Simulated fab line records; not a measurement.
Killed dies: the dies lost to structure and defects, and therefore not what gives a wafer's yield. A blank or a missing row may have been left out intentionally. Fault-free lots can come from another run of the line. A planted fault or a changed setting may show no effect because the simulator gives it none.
8D (eight disciplines) problem report, filled in by code | flow ritCmos | the parts of the form that need people (team, actions taken, sign-off) are left out

## 1. THE PROBLEM
PSD_TW at RIT_PSD_TW_MEAS_10 reads a mean of 3593 on 6 wafers of 2 lots; wafers without a fault read 3447 with a standard deviation of 19. That puts it +7.7 standard deviations away from the usual mean.
First seen on wafer L775.2, day 5 15:10, on filmMetro-02. At this step, 42 wafers from 14 lots have a number in the record. The rule behind "out" and "out of limits": a value lying over 4 standard deviations away from the usual mean. The rest of the wafers with a number are treated as sound.

## 2. WHAT IT IS; WHAT IT IS NOT
question                    | is                         | is not
which readings at this step | PSD_TW                     | -
which lots                  | L775, L776                 | L764, L765, L766, L767, L768, L777, L778, L780, L782, L783, L785, L787
which wafers of those lots  | all that have a number     | -
read on which gauges        | filmMetro-02, filmMetro-04 | filmMetro-03
when                        | from day 5 15:10           | up to then (15 sound wafers); but 21 sound wafers of L777, L778, L780, L782, L783, L785, L787 came after

## 3. THE SUSPECTS, EACH WITH WHAT RULES IT OUT
Counting: a tool at a process step up to the reading stays a suspect if it ran every lot that is out and no sound lot after the first of them.
- the gauge at RIT_PSD_TW_MEAS_10: ruled out. Those wafers that are out were read across 2 gauges (filmMetro-02, filmMetro-04).
- implanter-03 at RIT_PSD_IMPLANT_08: kept. It ran every lot that is out, first L775 (day 5 14:52), and no sound lot after that; its last sound lot up to then is L768 (day 4 05:20). Out on those wafers are its own readings of beamOnS, doseIonsCm2.
After counting, what remains is implanter-03 at RIT_PSD_IMPLANT_08.

## 4. THE CAUSE (what the simulator had put in)
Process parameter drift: implanter-03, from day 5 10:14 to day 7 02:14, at RIT_PSD_IMPLANT_08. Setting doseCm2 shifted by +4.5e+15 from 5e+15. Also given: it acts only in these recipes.
This tool alone remained once counting was done.

## 5. SEQUENCE OF EFFECTS, ordered by route
Each row: a reading whose mean over the struck wafers that have a number lies more than 3 standard deviations from the usual. Only readings for which the record gives a usual standard deviation are gone through. hours: the time from each lot's start at the first step in this table that gives one to its start at this step, as a median over the lots. sigmas: the change in usual standard deviations.
hours | step                    | reading     | usual        | on struck wafers | change     | sigmas
0     | RIT_PSD_IMPLANT_08      | beamOnS     | 13.1 s       | 24.6             | +11.5      | +24
0     | RIT_PSD_IMPLANT_08      | doseIonsCm2 | 5.001e+15    | 9.498e+15        | +4.498e+15 | +99 or more
0     | RIT_PSD_TW_MEAS_10      | PSD_TW      | 3447         | 3593             | +146       | +7.7
5     | RIT_SDANNEAL_RS_MEAS_04 | PSD_RS      | 115.9 ohm/sq | 108.0            | -7.9       | -23
Its process steps:
- RIT_PSD_IMPLANT_08
Later measuring or inspecting steps at which every struck wafer that the step has a row for has a number for every such reading, and none has moved that far: RIT_SILICIDE_THK_MEAS_03.

## 6. HOW IT WOULD HAVE BEEN CAUGHT EARLIER
The first out-of-limits reading at a measuring or inspecting step in this record came at day 5 15:10, 5 hours after the fault's start at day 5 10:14.
The tool's own readings at RIT_PSD_IMPLANT_08 were out on every struck wafer that the step has a row for (beamOnS, doseIonsCm2): an alarm limit on them would have fired on the first of those.
L776, from the lots that are out (2), started RIT_PSD_IMPLANT_08 on implanter-03 later than day 5 15:10. A hold on the tool at that time would have spared it.
